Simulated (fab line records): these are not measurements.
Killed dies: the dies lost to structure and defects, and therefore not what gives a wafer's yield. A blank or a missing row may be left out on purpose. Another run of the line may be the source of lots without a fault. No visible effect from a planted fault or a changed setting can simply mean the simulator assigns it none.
A lot that was struck, set against a sound lot    flow rit cmos    40 steps out of a route of 202
Sound: wafers L637.1, L637.5, L637.6. Struck: wafers L642.2, L642.4, L642.5. The cause is named last.
For every step that has rows: the tool of each side, followed by ch and its chambers, followed by its first start. Under that, the readings that differ: sound wafers    struck wafers    difference of the means    sigmas: that difference in standard deviations of wafers without a fault.
alike: readings with means less than 2 such deviations apart, plus words and numbers identical on both sides. not compared: withheld readings, readings lacking a value on some wafer, bounds such as >300 that could conceal the same value, and numbers that have no deviation in the record and whose values overlap.
The two part at a step that has a row with sigmas, a row that says differs or no value, or rows on one side only. Numbers that have no deviation but don't overlap get no sigmas and don't part them. Lack of a reading on every wafer of one side parts them only where that side has two or more wafers.

first, 1 step without rows for these wafers: RIT_NWELL_IMPLANT_08.
RIT_NWELL_STRIP_09: strips in O2, time 180 s.
  sound on plasma asher-02 ch 0,1, day 4 12:19; struck on plasma asher-02 ch 0,1, day 5 16:34
  alike: chamber pressure mTorr, drypump motor current A
  not compared: rf hours counter h
RIT_NWELL_TW_MEAS_10:
  sound on film metro-01, day 4 12:29; struck on film metro-04, day 5 16:45
  alike: NWELL_TW
then, 6 steps without rows for these wafers: RIT_PWELL_HMDS_00 (prime time 60 s); RIT_PWELL_COAT_01 (resist thk 1300 nm); RIT_PWELL_SOFTBAKE_02 (time 60 s); RIT_PWELL_EXPOSE_03 (exposes mask M3, target cd 43700 nm); RIT_PWELL_PEB_04; RIT_PWELL_DEVELOP_05 (develop time 68 s).
RIT_PWELL_OVL_MEAS_06:
  sound on overlay-01, day 4 13:26; struck on overlay-01, day 5 17:41
  alike: PWELL_OVL
then, 2 steps without rows for these wafers: RIT_PWELL_HARDBAKE_07 (time 120 s); RIT_PWELL_IMPLANT_08.
RIT_PWELL_STRIP_09: strips in O2, time 180 s.
  sound on plasma asher-04 ch 0,1, day 4 13:52; struck on plasma asher-04 ch 0,1, day 5 18:07
  no value came back on the struck wafers for chamber pressure mTorr (mTorr), drypump motor current A (A); on the sound wafers chamber pressure mTorr (mTorr) reads 4003 4001 3995
reading                                     sound  struck          difference  sigmas
model.NOVOLAK_of_PWELL_COAT_01.thk nm (nm)  0 0 0  1137 1135 1135  +1136       
  not compared: rf hours counter h
RIT_PWELL_TW_MEAS_10:
  sound on film metro-01, day 4 14:02; struck on film metro-03, day 5 18:18
  alike: PWELL_TW
then, 1 step without rows for these wafers: RIT_WELLDRIVE_ANNEAL_00 (time 14700 s).
RIT_WELLDRIVE_RS_MEAS_01: measures by four-point-probe.
  sound on film metro-01, day 4 22:16; struck on film metro-01, day 6 03:40
reading            sound              struck             difference  sigmas
NWELL_RS (ohm/sq)  274.9 275.8 276.0  273.2 273.6 274.3  -1.9        -2
RIT_WELLDRIVE_RS_MEAS_02: measures by four-point-probe.
  sound on film metro-01, day 4 22:23; struck on film metro-01, day 6 03:47
  alike: PWELL_RS
then, 6 steps without rows for these wafers: RIT_NRETRO_HMDS_00 (prime time 60 s); RIT_NRETRO_COAT_01 (resist thk 1300 nm); RIT_NRETRO_SOFTBAKE_02 (time 60 s); RIT_NRETRO_EXPOSE_03 (exposes mask M4, target cd 43900 nm); RIT_NRETRO_PEB_04; RIT_NRETRO_DEVELOP_05 (develop time 68 s).
RIT_NRETRO_OVL_MEAS_06:
  sound on overlay-02, day 4 23:31; struck on overlay-01, day 6 04:54
  alike: NRETRO_OVL
then, 2 steps without rows for these wafers: RIT_NRETRO_HARDBAKE_07 (time 120 s); RIT_NRETRO_IMPLANT_08.
RIT_NRETRO_STRIP_09: strips in O2, time 180 s.
  sound on plasma asher-02 ch 0,1, day 4 23:57; struck on plasma asher-03 ch 0,1, day 6 05:20
  alike: chamber pressure mTorr, drypump motor current A
  not compared: rf hours counter h
RIT_NRETRO_TW_MEAS_10:
  sound on film metro-02, day 5 00:07; struck on film metro-01, day 6 05:31
reading    sound           struck    difference  sigmas
NRETRO_TW  1058 1063 1059  30 30 30  -1030       -99 or more
then, 2 steps without rows for these wafers: RIT_PRETRO_HMDS_00 (prime time 60 s); RIT_PRETRO_COAT_01 (resist thk 1300 nm).
RIT_PRETRO_SOFTBAKE_02: time 60.96 s.
  sound on litho track-04 ch 0, day 5 00:29; struck on litho track-01 ch 0, day 6 05:53
  alike: heater power total W, plate sensor t centre C, plate sensor t edge C
then, 3 steps without rows for these wafers: RIT_PRETRO_EXPOSE_03 (exposes mask M5, target cd 43700 nm); RIT_PRETRO_PEB_04; RIT_PRETRO_DEVELOP_05 (develop time 68 s).
RIT_PRETRO_OVL_MEAS_06:
  sound on overlay-01, day 5 01:18; struck on overlay-02, day 6 06:27
  alike: PRETRO_OVL
then, 2 steps without rows for these wafers: RIT_PRETRO_HARDBAKE_07 (time 120 s); RIT_PRETRO_IMPLANT_08.
RIT_PRETRO_STRIP_09: strips in O2, time 180 s.
  sound on plasma asher-03 ch 0,1, day 5 01:44; struck on plasma asher-01 ch 0,1, day 6 06:53
  alike: chamber pressure mTorr, drypump motor current A
  not compared: rf hours counter h
RIT_PRETRO_TW_MEAS_10:
  sound on film metro-02, day 5 01:55; struck on film metro-03, day 6 07:04
reading    sound              struck          difference  sigmas
PRETRO_TW  475.4 479.0 475.5  30.2 30.0 30.1  -446.5      -99 or more
then, 1 step without rows for these wafers: RIT_GATE_WET_ETCH_00 (etches SiO2 in BOE, target depth 56 nm, time 60 s).

== WHERE THEY PART ==
Last at RIT_PRETRO_TW_MEAS_10 as far as this record goes, first at RIT_PWELL_STRIP_09.

WHY: what had been put in by the simulator
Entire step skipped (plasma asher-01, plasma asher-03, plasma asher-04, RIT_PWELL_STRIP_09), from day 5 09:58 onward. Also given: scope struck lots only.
